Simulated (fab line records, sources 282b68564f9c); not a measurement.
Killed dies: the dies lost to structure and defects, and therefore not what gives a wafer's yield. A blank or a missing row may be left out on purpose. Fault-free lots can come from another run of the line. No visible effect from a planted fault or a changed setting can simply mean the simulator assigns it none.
fab line records	flow rit_cmos
[record] lots = 6	wafers = 18	last_day = 6
route steps=202 shown NLDD@110 PLDD@114 SPACER@125 NSD@131 PSD@142 M1@202
lots that met no fault: from a run of the same line without faults
start_h: hours from the record's first day to the start of the lot's first wafer shown	wait_h: how many hours have passed since the lot's step before this one	" the same as in the row above	L1.1+2: a row that stands for several wafers	- no value present, or no start provided	* or withheld: withheld	< > ~ a bound
route shown NAME@n: names a module that has steps shown in the file, with the first one's number in the route	usual: average and standard deviation across the fault-free wafers	same: alike in all rows	chamber/n: place in a boat	sites: per-site readings	_std_site: standard deviation across them	_edge_site: the outer-site mean with the inner-site mean subtracted	radius_mm: for every site, how far away it sits from the centre of the wafer	mask NAME#n: copy n	behind: the tool/chamber that last shaped the wafer	hold: the reason the lot was held/the length of the hold in hours/how it ended	device: the n, p or np transistor that did not switch	end of line: tests run on the same wafers once the route is complete	step lacking rows: just its recipe	killed: count of dies lost to structure and defects at first sort (not the wafer's yield)	map: per-die view of a wafer (x killed, . not killed, _ where there is no die)
set.NAME: setting as actually run; set.NAME@STEP: the setting as run at that earlier step	model.NAME: the simulator's own value behind a step, which no gauge read
lots at some steps of the route; a table a step, a row a wafer
services: when a tool's chamber went out of use (start_h, in hours from the record's first day, below 0 if earlier), for how many hours, and the reason
[[steps]]
[step RIT_NLDD_HARDBAKE_07]
[recipe] resist = NOVOLAK	temp_c = 140	time_s = 60
[step RIT_NLDD_IMPLANT_08]
[recipe] species = P	energy_kev = 20	dose_cm2 = 5e+14	tilt_deg = 7
[step RIT_NLDD_STRIP_09]
[recipe] chemistry = O2	time_s = 180	resist = NOVOLAK	platen_temp_c = withheld	power_w = 500	pressure_mtorr = 4000	o2_flow_sccm = 4000
[usual] chamber_pressure_mTorr = 4000.1/3	drypump_motor_current_A = 5.7/0.33
lot.wafer	tool	chamber	start_h	wait_h	chamber_pressure_mTorr	drypump_motor_current_A	rf_hours_counter_h
L492.3	plasma_asher-02	1	58.50	0.1	3998.8	6.1	-
L492.5	"	0	"	"	3990.9	5.2	-
L492.6	"	1	"	"	4000.8	6.0	-
L494.2	plasma_asher-03	0	70.46	0.1	4000.5	5.5	41
L494.3	"	1	"	"	3997.3	6.0	-
L494.6	"	1	"	"	4004.9	6.0	-
L503.2	plasma_asher-02	1	110.13	0.1	3998.2	6.0	48
L503.3	"	0	"	"	4001.1	5.2	-
L503.6	"	1	"	"	4003.7	6.0	-
L505.1	plasma_asher-02	0	122.22	0.1	3999.2	5.2	50
L505.5	"	1	"	"	3993.1	6.0	-
L505.6	"	0	"	"	4000.1	5.2	-
L506.3	plasma_asher-02	0	126.46	0.1	3999.5	5.1	-
L506.4	"	1	"	"	4005.3	6.0	-
L506.5	"	1	"	"	3994.1	6.0	-
L507.3	plasma_asher-04	1	129.09	0.1	4000.4	6.1	-
L507.4	"	0	"	"	3997.3	5.5	-
L507.6	"	1	"	"	3999.1	6.1	-
[step RIT_NLDD_TW_MEAS_10]
[usual] NLDD_TW = 2505/11
lot.wafer	tool	chamber	start_h	wait_h	NLDD_TW
L492.3	film_metro-03	-	58.64	0.1	2517
L492.5	"	-	"	"	2519
L492.6	"	-	"	"	2521
L494.2	film_metro-04	-	70.65	0.1	2489
L494.3	"	-	"	"	2487
L494.6	"	-	"	"	2497
L503.2	film_metro-04	-	110.31	0.1	2500
L503.3	"	-	"	"	2492
L503.6	"	-	"	"	2507
L505.1	film_metro-04	-	122.40	0.1	2517
L505.5	"	-	"	"	2522
L505.6	"	-	"	"	2519
L506.3	film_metro-03	-	126.60	0.1	2503
L506.4	"	-	"	"	2503
L506.5	"	-	"	"	2496
L507.3	film_metro-02	-	129.23	0.1	2511
L507.4	"	-	"	"	2514
L507.6	"	-	"	"	2523
[step RIT_PLDD_HMDS_00]
[recipe] prime_time_s = 60	prime_temp_c = 140
[step RIT_PLDD_COAT_01]
[recipe] resist = NOVOLAK	spin_rpm = 3250	resist_thk_nm = 1000
[step RIT_PLDD_SOFTBAKE_02]
[recipe] resist = NOVOLAK	temp_c = 90	time_s = 60
[step RIT_PLDD_EXPOSE_03]
[recipe] mask_id = M8	na = 0.57	target_cd_nm = 40900	dose_mj = 250
[step RIT_PLDD_PEB_04]
[recipe] resist = NOVOLAK	temp_c = withheld	time_s = withheld
[step RIT_PLDD_DEVELOP_05]
[recipe] resist = NOVOLAK	develop_time_s = 50	dev_temp_c = 23
[step RIT_PLDD_OVL_MEAS_06]
[usual] PLDD_OVL = -0.8/1.5
lot.wafer	tool	chamber	start_h	wait_h	PLDD_OVL[nm]
L492.3	overlay-02	-	59.54	-	-0.2
L492.5	"	-	"	"	-2.4
L492.6	"	-	"	"	-1.5
L494.2	overlay-02	-	71.68	-	0.4
L494.3	"	-	"	"	-1.3
L494.6	"	-	"	"	2.0
L503.2	overlay-01	-	111.22	-	0.4
L503.3	"	-	"	"	1.7
L503.6	"	-	"	"	1.0
L505.1	overlay-01	-	123.33	-	-1.4
L505.5	"	-	"	"	-2.6
L505.6	"	-	"	"	-2.4
L506.3	overlay-02	-	127.59	-	-1.5
L506.4	"	-	"	"	-1.1
L506.5	"	-	"	"	-1.3
L507.3	overlay-02	-	130.13	-	-1.3
L507.4	"	-	"	"	1.0
L507.6	"	-	"	"	1.0
[step RIT_PLDD_HARDBAKE_07]
[recipe] resist = NOVOLAK	temp_c = 140	time_s = 60
[step RIT_PLDD_IMPLANT_08]
[recipe] species = BF2	energy_kev = 20	dose_cm2 = 9e+14	tilt_deg = 7
[usual] beam_energy_keV = 20.001/0.0063	dose_ions_cm2 = 8.998e+14/8.7e+11	faraday_current_uA = 2818/58
lot.wafer	tool	chamber	start_h	wait_h	beam_energy_keV	dose_ions_cm2	faraday_current_uA
L492.3	implanter-03	0	59.97	0.1	19.993	8.995e+14	2894
L492.5	"	0	"	"	19.997	9.013e+14	2827
L492.6	"	0	"	"	20.001	8.993e+14	2792
L494.2	implanter-03	0	71.88	0.1	20.004	8.999e+14	2912
L494.3	"	0	"	"	20.010	8.984e+14	2857
L494.6	"	0	"	"	20.007	8.995e+14	2829
L503.2	implanter-04	0	111.42	0.1	20.002	9.003e+14	2824
L503.3	"	0	"	"	20.002	9.001e+14	2833
L503.6	"	0	"	"	19.992	8.991e+14	2836
L505.1	implanter-03	0	123.52	0.1	19.992	9.708e+14	2999
L505.5	"	0	"	"	20.002	9.689e+14	2971
L505.6	"	0	"	"	20.011	9.69e+14	3062
L506.3	implanter-03	0	127.81	0.1	19.998	9.693e+14	3081
L506.4	"	0	"	"	19.992	9.691e+14	3040
L506.5	"	0	"	"	20.002	9.682e+14	3009
L507.3	implanter-01	0	130.35	0.1	20.000	9.001e+14	2847
L507.4	"	0	"	"	20.010	9.001e+14	2753
L507.6	"	0	"	"	20.004	8.997e+14	2802
[step RIT_PLDD_STRIP_09]
[recipe] chemistry = O2	time_s = 180	resist = NOVOLAK	platen_temp_c = withheld	power_w = 500	pressure_mtorr = 4000	o2_flow_sccm = 4000
[usual] chamber_pressure_mTorr = 4000/3.8	drypump_motor_current_A = 5.7/0.38
lot.wafer	tool	chamber	start_h	wait_h	chamber_pressure_mTorr	drypump_motor_current_A	rf_hours_counter_h
L492.3	plasma_asher-02	1	60.13	0.1	3996	6.1	-
L492.5	"	0	"	"	3996	5.2	-
L492.6	"	1	"	"	3998	6.0	-
L494.2	plasma_asher-04	0	72.01	0.1	4002	5.5	28
L494.3	"	0	"	"	4004	5.5	-
L494.6	"	1	"	"	4001	6.1	-
L503.2	plasma_asher-04	0	111.55	0.1	3994	5.5	32
L503.3	"	1	"	"	4001	6.1	-
L503.6	"	1	"	"	3997	6.1	-
L505.1	plasma_asher-02	1	123.67	0.1	3998	6.1	50
L505.5	"	0	"	"	4004	5.2	-
L505.6	"	1	"	"	4001	6.0	-
L506.3	plasma_asher-02	0	127.97	0.1	4004	5.1	-
L506.4	"	1	"	"	4000	6.0	-
L506.5	"	0	"	"	4001	5.2	-
L507.3	plasma_asher-04	1	130.51	0.1	4000	6.1	-
L507.4	"	0	"	"	4000	5.6	-
L507.6	"	1	"	"	3994	6.1	-
[step RIT_PLDD_TW_MEAS_10]
[usual] PLDD_TW = 2363/11
lot.wafer	tool	chamber	start_h	wait_h	PLDD_TW
L492.3	film_metro-03	-	60.26	0.1	2378
L492.5	"	-	"	"	2373
L492.6	"	-	"	"	2366
L494.2	film_metro-04	-	72.19	0.1	2355
L494.3	"	-	"	"	2363
L494.6	"	-	"	"	2363
L503.2	film_metro-02	-	111.73	0.1	2367
L503.3	"	-	"	"	2358
L503.6	"	-	"	"	2379
L505.1	film_metro-02	-	123.85	0.1	2410
L505.5	"	-	"	"	2419
L505.6	"	-	"	"	2412
L506.3	film_metro-02	-	128.11	0.1	2415
L506.4	"	-	"	"	2405
L506.5	"	-	"	"	2417
L507.3	film_metro-02	-	130.65	0.1	2354
L507.4	"	-	"	"	2353
L507.6	"	-	"	"	2369
[step RIT_SPACER_CLEAN_00]
[recipe] chemistry = SC1	mix = 3:3:50	time_s = 600	temp_c = 75
[step RIT_SPACER_CLEAN_01]
[recipe] chemistry = dHF	dilution = 50:1	time_s = 30
[step RIT_SPACER_CLEAN_02]
[recipe] chemistry = SC2	mix = 3:3:50	time_s = 600	temp_c = 75	dry = n2_spin
[step RIT_SPACER_CVD_03]
[recipe] material = Si3N4	target_thk_nm = 250	temp_c = 810	precursor = SiH2Cl2/NH3	time_s = 3300	pressure_mtorr = 300	sih2cl2_flow_sccm = 60	nh3_flow_sccm = 150
[step RIT_SPACER_THK_MEAS_04]
[recipe] reads = Si3N4_of_SPACER_CVD_03
[usual] SPACER_NITRIDE_THK = 251.7/1.9
lot.wafer	tool	chamber	start_h	wait_h	SPACER_NITRIDE_THK[nm]
L492.3	film_metro-03	-	62.61	0.0	252.7
L492.5	"	-	"	"	252.7
L492.6	"	-	"	"	251.1
L494.2	film_metro-03	-	74.55	0.0	253.8
L494.3	"	-	"	"	254.0
L494.6	"	-	"	"	252.8
L503.2	film_metro-02	-	114.08	0.0	250.7
L503.3	"	-	"	"	252.4
L503.6	"	-	"	"	252.9
L505.1	film_metro-01	-	126.19	0.0	254.1
L505.5	"	-	"	"	253.8
L505.6	"	-	"	"	252.6
L506.3	film_metro-01	-	132.28	0.0	248.3
L506.4	"	-	"	"	248.8
L506.5	"	-	"	"	248.7
L507.3	film_metro-03	-	132.99	0.0	252.2
L507.4	"	-	"	"	252.1
L507.6	"	-	"	"	252.5
[step RIT_SPACER_ETCHBACK_05]
[recipe] target_depth_a = 2500	SF6_flow_sccm = 30	CHF3_flow_sccm = 30	target = Si3N4	chemistry = SF6/CHF3	pressure_mtorr = 40	rf_w = 250	time_s = 240	stop_on = SiO2
[usual] chamber_pressure_mTorr = 40.00/0.03	drypump_motor_current_A = 5.7/0.4	oes_product_au = 0.849/0.011	throttle_valve_pct = 10.24/0.13
lot.wafer	tool	chamber	start_h	wait_h	chamber_pressure_mTorr	drypump_motor_current_A	oes_product_au	rf_hours_counter_h	throttle_valve_pct
L492.3	rie_diel-01	0	62.65	0.0	39.98	5.4	0.856	73	10.17
L492.5	"	3	"	"	40.02	5.2	0.841	-	10.23
L492.6	"	2	"	"	39.97	5.3	0.828	-	10.39
L494.2	rie_diel-04	0	74.60	0.0	39.95	5.7	0.856	3	10.26
L494.3	"	1	"	"	39.97	5.6	0.844	133	10.57
L494.6	"	1	"	"	40.00	5.6	0.850	-	10.58
L503.2	rie_diel-03	1	114.13	0.0	39.98	5.7	0.855	5	10.09
L503.3	"	2	"	"	39.98	6.1	0.856	29	10.27
L503.6	"	1	"	"	40.00	5.7	0.866	-	10.07
L505.1	rie_diel-01	2	126.25	0.1	40.01	5.3	0.850	9	10.41
L505.5	"	3	"	"	40.01	5.2	0.844	-	10.24
L505.6	"	2	"	"	40.04	5.3	0.837	-	10.39
L506.3	rie_diel-01	3	132.32	0.0	39.97	5.2	0.836	79	10.23
L506.4	"	0	"	"	39.97	5.4	0.849	74	10.17
L506.5	"	0	"	"	40.03	5.4	0.851	-	10.16
L507.3	rie_diel-03	1	133.03	0.0	40.01	5.7	0.866	5	10.08
L507.4	"	3	"	"	40.03	6.1	0.849	42	9.99
L507.6	"	1	"	"	40.07	5.7	0.868	-	10.10
[step RIT_NSD_HMDS_00]
[recipe] prime_time_s = 60	prime_temp_c = 140
[step RIT_NSD_COAT_01]
[recipe] resist = NOVOLAK	spin_rpm = 3250	resist_thk_nm = 1000
[step RIT_NSD_SOFTBAKE_02]
[recipe] resist = NOVOLAK	temp_c = 90	time_s = 60
[step RIT_NSD_EXPOSE_03]
[recipe] mask_id = M9	na = 0.57	target_cd_nm = 40700	dose_mj = 250
[step RIT_NSD_PEB_04]
[recipe] resist = NOVOLAK	temp_c = withheld	time_s = withheld
[step RIT_NSD_DEVELOP_05]
[recipe] resist = NOVOLAK	develop_time_s = 50	dev_temp_c = 23
[step RIT_NSD_OVL_MEAS_06]
[usual] NSD_OVL = 0.1/1.3
lot.wafer	tool	chamber	start_h	wait_h	NSD_OVL[nm]
L492.3	overlay-01	-	63.66	-	1.3
L492.5	"	-	"	"	0.8
L492.6	"	-	"	"	-0.4
L494.2	overlay-02	-	75.61	-	-1.5
L494.3	"	-	"	"	0.2
L494.6	"	-	"	"	-0.4
L503.2	overlay-02	-	115.26	-	-0.5
L503.3	"	-	"	"	-0.4
L503.6	"	-	"	"	-1.2
L505.1	overlay-02	-	127.37	-	0.1
L505.5	"	-	"	"	0.5
L505.6	"	-	"	"	-0.4
L506.3	overlay-01	-	133.33	-	-2.6
L506.4	"	-	"	"	-4.1
L506.5	"	-	"	"	-3.6
L507.3	overlay-01	-	134.25	-	-0.1
L507.4	"	-	"	"	0.6
L507.6	"	-	"	"	0.3
[step RIT_NSD_HARDBAKE_07]
[recipe] resist = NOVOLAK	temp_c = 140	time_s = 60
[step RIT_NSD_IMPLANT_08]
[recipe] species = P	energy_kev = 25	dose_cm2 = 1e+15	tilt_deg = 7
[step RIT_NSD_STRIP_09]
[recipe] chemistry = O2	time_s = 180	resist = NOVOLAK	platen_temp_c = withheld	power_w = 500	pressure_mtorr = 4000	o2_flow_sccm = 4000
[usual] chamber_pressure_mTorr = 4001/3.7	drypump_motor_current_A = 5.67/0.28
lot.wafer	tool	chamber	start_h	wait_h	chamber_pressure_mTorr	drypump_motor_current_A	rf_hours_counter_h
L492.3	plasma_asher-01	0	64.04	0.1	4001	5.34	-
L492.5	"	1	"	"	4003	5.51	-
L492.6	"	0	"	"	3998	5.35	-
L494.2	plasma_asher-01	0	75.94	0.1	4003	5.36	45
L494.3	"	1	"	"	4005	5.52	-
L494.6	"	1	"	"	4003	5.53	-
L503.2	plasma_asher-03	1	115.59	0.1	4002	5.99	46
L503.3	"	0	"	"	3998	5.54	-
L503.6	"	0	"	"	3999	5.54	-
L505.1	plasma_asher-04	1	127.71	0.1	4001	6.10	34
L505.5	"	1	"	"	4003	6.10	-
L505.6	"	0	"	"	3996	5.54	-
L506.3	plasma_asher-04	0	133.71	0.1	4002	5.54	-
L506.4	"	1	"	"	4007	6.11	-
L506.5	"	1	"	"	4008	6.10	-
L507.3	plasma_asher-04	0	134.79	0.1	4001	5.53	-
L507.4	"	1	"	"	3997	6.11	-
L507.6	"	0	"	"	4001	5.52	-
[step RIT_NSD_TW_MEAS_10]
[usual] NSD_TW = 3137/13
lot.wafer	tool	chamber	start_h	wait_h	NSD_TW
L492.3	film_metro-04	-	64.18	0.1	3139
L492.5	"	-	"	"	3129
L492.6	"	-	"	"	3141
L494.2	film_metro-02	-	76.12	0.1	3117
L494.3	"	-	"	"	3126
L494.6	"	-	"	"	3117
L503.2	film_metro-04	-	115.77	0.1	3101
L503.3	"	-	"	"	3127
L503.6	"	-	"	"	3129
L505.1	film_metro-04	-	127.88	0.1	3149
L505.5	"	-	"	"	3125
L505.6	"	-	"	"	3159
L506.3	film_metro-02	-	133.85	0.1	3138
L506.4	"	-	"	"	3153
L506.5	"	-	"	"	3144
L507.3	film_metro-02	-	134.92	0.1	3144
L507.4	"	-	"	"	3154
L507.6	"	-	"	"	3146
[step RIT_PSD_HMDS_00]
[recipe] prime_time_s = 60	prime_temp_c = 140
[step RIT_PSD_COAT_01]
[recipe] resist = NOVOLAK	spin_rpm = 3250	resist_thk_nm = 1000
[step RIT_PSD_SOFTBAKE_02]
[recipe] resist = NOVOLAK	temp_c = 90	time_s = 60
[step RIT_PSD_EXPOSE_03]
[recipe] mask_id = M10	na = 0.57	target_cd_nm = 40900	dose_mj = 250
[step RIT_PSD_PEB_04]
[recipe] resist = NOVOLAK	temp_c = withheld	time_s = withheld
[step RIT_PSD_DEVELOP_05]
[recipe] resist = NOVOLAK	develop_time_s = 50	dev_temp_c = 23
[step RIT_PSD_OVL_MEAS_06]
[usual] PSD_OVL = -0.9/1.3
lot.wafer	tool	chamber	start_h	wait_h	PSD_OVL[nm]
L492.3	overlay-01	-	65.67	-	-0.1
L492.5	"	-	"	"	0.6
L492.6	"	-	"	"	0.8
L494.2	overlay-02	-	77.15	-	0.9
L494.3	"	-	"	"	-2.0
L494.6	"	-	"	"	-3.4
L503.2	overlay-02	-	116.68	-	-0.2
L503.3	"	-	"	"	1.0
L503.6	"	-	"	"	1.0
L505.1	overlay-01	-	128.79	-	-0.5
L505.5	"	-	"	"	-1.3
L505.6	"	-	"	"	-0.9
L506.3	overlay-02	-	134.88	-	-2.9
L506.4	"	-	"	"	-3.0
L506.5	"	-	"	"	-1.3
L507.3	overlay-02	-	136.02	-	0.0
L507.4	"	-	"	"	-0.3
L507.6	"	-	"	"	-0.2
[step RIT_PSD_HARDBAKE_07]
[recipe] resist = NOVOLAK	temp_c = 140	time_s = 60
[step RIT_PSD_IMPLANT_08]
[recipe] species = BF2	energy_kev = 27	dose_cm2 = 5e+15	tilt_deg = 7
[step RIT_PSD_STRIP_09]
[recipe] chemistry = O2	time_s = 180	resist = NOVOLAK	platen_temp_c = withheld	power_w = 500	pressure_mtorr = 4000	o2_flow_sccm = 4000
[usual] chamber_pressure_mTorr = 4000/3.8	drypump_motor_current_A = 5.6/0.33
lot.wafer	tool	chamber	start_h	wait_h	chamber_pressure_mTorr	drypump_motor_current_A	rf_hours_counter_h
L492.3	plasma_asher-02	1	66.14	0.1	4001	6.0	-
L492.5	"	1	"	"	4001	6.0	-
L492.6	"	0	"	"	3999	5.1	-
L494.2	plasma_asher-02	1	77.48	0.1	4000	6.0	44
L494.3	"	0	"	"	4004	5.2	-
L494.6	"	1	"	"	4000	6.0	-
L503.2	plasma_asher-03	0	117.18	0.1	4001	5.5	46
L503.3	"	1	"	"	4000	6.0	-
L503.6	"	1	"	"	4001	6.0	-
L505.1	plasma_asher-01	1	129.13	0.1	4006	5.5	1
L505.5	"	1	"	"	4003	5.5	-
L505.6	"	0	"	"	4007	5.3	-
L506.3	plasma_asher-01	1	135.26	0.1	4002	5.5	-
L506.4	"	0	"	"	4007	5.3	-
L506.5	"	1	"	"	4004	5.5	-
L507.3	plasma_asher-01	0	136.41	0.1	3997	5.3	-
L507.4	"	1	"	"	4001	5.5	-
L507.6	"	1	"	"	3993	5.5	-
[step RIT_SDANNEAL_RS_MEAS_06]
[recipe] thk_meas_gauge = four-point-probe
[usual] PLDD_RS = 178.5/0.56
lot.wafer	tool	chamber	start_h	wait_h	PLDD_RS[ohm/sq]
L492.3	film_metro-02	-	67.18	0.1	177.8
L492.5	"	-	"	"	178.2
L492.6	"	-	"	"	177.8
L494.2	film_metro-04	-	78.41	0.1	178.4
L494.3	"	-	"	"	178.3
L494.6	"	-	"	"	177.6
L503.2	film_metro-03	-	118.12	0.1	179.7
L503.3	"	-	"	"	179.7
L503.6	"	-	"	"	180.3
L505.1	film_metro-04	-	130.03	0.1	172.3
L505.5	"	-	"	"	172.1
L505.6	"	-	"	"	172.1
L506.3	film_metro-03	-	136.14	0.1	172.5
L506.4	"	-	"	"	172.7
L506.5	"	-	"	"	172.3
L507.3	film_metro-03	-	137.29	0.1	178.9
L507.4	"	-	"	"	179.2
L507.6	"	-	"	"	178.8
[step RIT_M1_PROBE_99]
[usual] killed_at_contacts = 0.1/0.27	killed_at_front_end = 7/3.1	killed_dies = 7/3.1	killed_open = 3.3/2.1	killed_short = 3.5/2
[same] gross_dies = 264	killed_at_M0_to_M3 = 0	killed_at_M4_up = 0	killed_at_back_side = 0	killed_at_other = 0
lot.wafer	tool	chamber	start_h	wait_h	killed_at_contacts	killed_at_front_end	killed_dies	killed_open	killed_short
L492.3	prober-02	-	74.39	0.2	0	10	10	5	5
L492.5	prober-02	-	74.49	0.2	0	6	6	2	3
L492.6	prober-02	-	74.54	0.2	0	6	6	3	3
L494.2	prober-02	-	85.89	0.1	0	3	3	1	2
L494.3	prober-02	-	85.94	0.2	0	5	5	3	2
L494.6	prober-02	-	86.09	0.2	0	6	6	2	4
L503.2	prober-01	-	125.29	0.1	0	4	4	1	3
L503.3	prober-01	-	125.34	0.2	0	8	8	6	2
L503.6	prober-01	-	125.49	0.2	0	1	1	1	0
L505.1	prober-01	-	137.29	0.1	1	2	3	1	2
L505.5	prober-01	-	137.49	0.2	0	4	4	1	3
L505.6	prober-01	-	137.54	0.2	0	2	2	1	1
L506.3	prober-02	-	143.33	0.2	0	4	4	3	1
L506.4	prober-02	-	143.38	0.2	1	13	14	5	9
L506.5	prober-02	-	143.43	0.2	0	6	6	3	3
L507.3	prober-01	-	144.83	0.2	0	15	15	7	8
L507.4	prober-01	-	144.88	0.2	0	7	7	4	3
L507.6	prober-01	-	144.98	0.2	0	9	9	4	5
// killed by level:class
L492.3 GATE:geometric_particle:open=4 FOX1:geometric_particle:short=2 FOX1:geometric_particle:open=1 REOX:geometric_particle:short=1 SPACER:geometric_particle:short=1 SILICIDE:geometric_particle:short=1
L492.5 FOX1:geometric_particle:short=2 FOX1:geometric_particle:open=1 GATE:geometric_particle:open=1 SPACER:geometric_particle:short=1 PWELL:coat_microbubble_printed=1
L492.6 GATE:geometric_particle:short=2 FOX1:geometric_particle:open=1 GATE:geometric_particle:open=1 SPACER:geometric_particle:short=1 SPACER:geometric_particle:open=1
L494.2 SPACER:geometric_particle:open=1 SPACER:geometric_particle:short=1 SILICIDE:geometric_particle:short=1
L494.3 GATE:geometric_particle:open=2 FOX2:geometric_particle:open=1 GATE:geometric_particle:short=1 SPACER:geometric_particle:short=1
L494.6 FOX2:geometric_particle:short=2 GATE:geometric_particle:open=2 GATE:geometric_particle:short=2
L503.2 GATE:geometric_particle:short=3 GATE:geometric_particle:open=1
L503.3 GATE:geometric_particle:open=5 FOX1:geometric_particle:short=1 FOX2:geometric_particle:open=1 GATE:geometric_particle:short=1
L503.6 REOX:geometric_particle:open=1
L505.1 FOX2:geometric_particle:short=1 GATE:geometric_particle:short=1 CONTACT:geometric_particle:open=1
L505.5 FOX1:geometric_particle:open=1 FOX1:geometric_particle:short=1 SPACER:geometric_particle:short=1 SILICIDE:geometric_particle:short=1
L505.6 REOX:geometric_particle:open=1 SILICIDE:geometric_particle:short=1
L506.3 FOX1:geometric_particle:short=1 GATE:geometric_particle:open=1 REOX:geometric_particle:open=1 SPACER:geometric_particle:open=1
L506.4 GATE:geometric_particle:short=6 GATE:geometric_particle:open=3 FOX1:geometric_particle:short=1 REOX:geometric_particle:short=1 SPACER:geometric_particle:open=1 SILICIDE:geometric_particle:short=1 CONTACT:geometric_particle:open=1
L506.5 GATE:geometric_particle:open=2 GATE:geometric_particle:short=1 REOX:geometric_particle:short=1 SPACER:geometric_particle:open=1 SILICIDE:geometric_particle:short=1
L507.3 GATE:geometric_particle:short=6 GATE:geometric_particle:open=5 SPACER:geometric_particle:open=2 SPACER:geometric_particle:short=1 SILICIDE:geometric_particle:short=1
L507.4 GATE:geometric_particle:open=2 FOX1:geometric_particle:open=1 GATE:geometric_particle:short=1 REOX:geometric_particle:short=1 SPACER:geometric_particle:open=1 SILICIDE:geometric_particle:short=1
L507.6 SPACER:geometric_particle:short=3 GATE:geometric_particle:short=2 FOX1:geometric_particle:open=1 FOX2:geometric_particle:open=1 GATE:geometric_particle:open=1 REOX:geometric_particle:open=1
[[services]]
tool	chamber	start_h	hours	kind
rie_diel-04	1	47.57	5.1	repair
rie_diel-04	2	63.02	-	clean
rie_diel-04	2	63.02	15.6	scheduled_down
rie_diel-04	2	63.02	15.6	vent_cycle
rie_diel-01	3	63.98	7.8	repair
implanter-04	-	74.66	10.1	repair
rie_diel-04	0	76.60	4.9	repair
implanter-01	-	77.72	2.1	repair
rie_diel-04	1	82.63	4.9	repair
implanter-03	-	89.85	3.6	pm
plasma_asher-01	-	103.58	5.6	repair
implanter-03	-	105.13	0.7	repair
plasma_asher-01	-	109.20	9.0	pm
plasma_asher-01	0	109.20	9.0	vent_cycle
plasma_asher-01	1	109.20	9.0	vent_cycle
rie_diel-01	1	114.14	8.1	repair
implanter-01	-	116.35	4.8	repair
plasma_asher-01	0	118.20	-	clean
plasma_asher-01	1	118.20	-	clean
plasma_asher-02	-	128.81	0.6	repair
plasma_asher-03	-	131.59	4.5	repair
[[key]]
[first_sign] step = RIT_PLDD_IMPLANT_08	reading = dose_ions_cm2	direction = up	sigmas = 79	usual = 8.998e+14	struck = 9.692e+14
[effect] step = RIT_PLDD_IMPLANT_08	reading = faraday_current_uA	direction = up	sigmas = 3.6	usual = 2818	struck = 3027
[effect] step = RIT_PLDD_TW_MEAS_10	reading = PLDD_TW	direction = up	sigmas = 4.7	usual = 2363	struck = 2413
[effect] step = RIT_SDANNEAL_RS_MEAS_06	reading = PLDD_RS	direction = down	sigmas = 11	usual = 178.5	struck = 172.3
met_at RIT_PLDD_IMPLANT_08
struck_wafers L505.1,L505.5,L505.6,L506.3,L506.4,L506.5
tester_left_out L505,L506
onset_between 71.88 123.52
[fault] kind = process_parameter_drift	tool = implanter-03	chamber = -	onset_h = 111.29	steps = RIT_PLDD_IMPLANT_08	channel = dose_cm2	offset = 6.9451e+13	shape = step	end_h = 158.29	acts_in = these_recipes_only	stated = 9e+14
// tester_left_out: of these lots the tester's yield and bins aren't shown, on N5 and GAA mostly nor the transistor test; their killed dies are dies lost to structure and defects alone, not to doping, threshold or leakage, so they don't give the yield
